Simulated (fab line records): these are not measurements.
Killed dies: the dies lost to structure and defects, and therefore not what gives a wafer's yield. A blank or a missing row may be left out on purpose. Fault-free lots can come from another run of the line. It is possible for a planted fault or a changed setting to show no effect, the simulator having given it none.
Lot-split experiment ; flow ritCmos ; 23 wafers read from 5 lots, route of 202 steps

== THE SPLIT ITSELF ==
At RIT_NRETRO_COAT_01 (resist thk 1300 nm), the setting resistThkNm was moved away from the recipe's 1300 nm on 9 of the 23 wafers read, by -2.5% to +4.2%. For the rest of the wafers, this setting stayed at what the recipe calls for.

== FROM THE SPLIT TO THE READING: what the file shows between them, 4 steps ==
- RIT_NRETRO_SOFTBAKE_02: time 60 s (also split here: tempC)
- RIT_NRETRO_EXPOSE_03: exposes mask M4, target cd 43900 nm
- RIT_NRETRO_PEB_04
- RIT_NRETRO_DEVELOP_05: develop time 68 s

== THE READING ==
NOVOLAK_of_NRETRO_COAT_01.thkNm (the simulator's own value, which no gauge read), in nm, at RIT_NRETRO_HARDBAKE_07 (time 120 s). No usual value for it is given in the file. Average 1140 nm, standard deviation 4.1 nm, over the 14 wafers here run with the recipe.

wafer;tool, chamber at the split;resistThkNm as run, nm;against the recipe;NOVOLAK_of_NRETRO_COAT_01.thkNm, nm;against lot-mates on the recipe
L075.1;lithoTrack-02, 0;1268;-2.5%;1109;-30
L075.4;lithoTrack-02, 0;1268;-2.5%;1109;-30
L075.3;lithoTrack-02, 0;1300;recipe;1138;-
L075.6;lithoTrack-02, 0;1300;recipe;1138;-
L075.5;lithoTrack-02, 0;1300;recipe;1140;-
L077.1;lithoTrack-02, 0;1300;recipe;1137;-
L077.4;lithoTrack-02, 0;1300;recipe;1135;-
L077.6;lithoTrack-02, 0;1300;recipe;1135;-
L080.1;lithoTrack-02, 0;1300;recipe;1151;-
L080.2;lithoTrack-02, 0;1300;recipe;1145;-
L080.3;lithoTrack-02, 0;1278;-1.7%;1126;-22
L080.5;lithoTrack-02, 0;1278;-1.7%;1127;-21
L080.6;lithoTrack-02, 0;1278;-1.7%;1125;-23
L081.1;lithoTrack-03, 0;1300;recipe;1139;-
L081.2;lithoTrack-03, 0;1300;recipe;1139;-
L081.4;lithoTrack-03, 0;1300;recipe;1140;-
L081.5;lithoTrack-03, 0;1354;+4.2%;1187;+48
L081.6;lithoTrack-03, 0;1354;+4.2%;1182;+43
L082.1;lithoTrack-02, 0;1300;recipe;1142;-
L082.2;lithoTrack-02, 0;1300;recipe;1138;-
L082.4;lithoTrack-02, 0;1326;+2.0%;1165;+24
L082.5;lithoTrack-02, 0;1300;recipe;1144;-
L082.6;lithoTrack-02, 0;1326;+2.0%;1167;+26

THE FIT
A straight line over all 23 wafers: NOVOLAK_of_NRETRO_COAT_01.thkNm changes by +11 nm for each +1% of resistThkNm; r = +0.98; the points scatter about the line by 4.2 nm.
The same after taking each lot's own level away (the mean of its wafers on the recipe; 23 wafers): +11.6 nm for each +1%; r = +0.99; scatter 2.1 nm.
Per that fit: largest resistThkNm move, reading shift of 48 nm.
From 1135.7 to 1148.0 nm: that is the span of the lots' own levels, equal to 3.0 times the standard deviation above.
Consequently the slope shifts little with the lot-to-lot level, the two slopes agreeing.
Check: for one of the wafers moved furthest among these (+4.2%), held out of the fit, the line's prediction against its lot-mates is +47.6 nm. It came out at +47.7 nm against them.

== ADDITIONAL SPLITS CARRIED BY THESE WAFERS ==
Before the reading, these wafers also passed through other splits. Each is held against what the fit with the lots' levels taken away leaves over:
other split on the same wafers;wafers away from the commonest value;r with NOVOLAK_of_NRETRO_COAT_01.thkNm (lot level and that fit taken away)
RIT_ACTIVE_OXIDATION_01 tempC;10;+0.11
RIT_FOX2_OXIDATION_00 oxTimeS;15;+0.37
RIT_NWELL_SOFTBAKE_02 tempC;7;+0.36
RIT_NWELL_IMPLANT_08 energyKev;6;-0.02
RIT_NRETRO_SOFTBAKE_02 tempC;7;-0.33

== THE WHOLE CHAIN: every reading that the file lists as answering this split, in the file's order ==
step;what it does;reading;change (the file's fit);r (the file's)
RIT_NRETRO_COAT_01;resist thk 1300 nm;NOVOLAK_of_NRETRO_COAT_01.thkNm (the simulator's own value, which no gauge read);+13.3 nm for each +1% of the setting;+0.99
RIT_NRETRO_SOFTBAKE_02;time 60 s;NOVOLAK_of_NRETRO_COAT_01.thkNm (the simulator's own value, which no gauge read);+13.6 nm for each +1% of the setting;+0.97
RIT_NRETRO_HARDBAKE_07;time 120 s;NOVOLAK_of_NRETRO_COAT_01.thkNm (the simulator's own value, which no gauge read);+11.5 nm for each +1% of the setting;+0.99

== THE FILE'S OWN FIT ==
NOVOLAK_of_NRETRO_COAT_01.thkNm changes by +11.5 nm for each +1% of resistThkNm, r = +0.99.
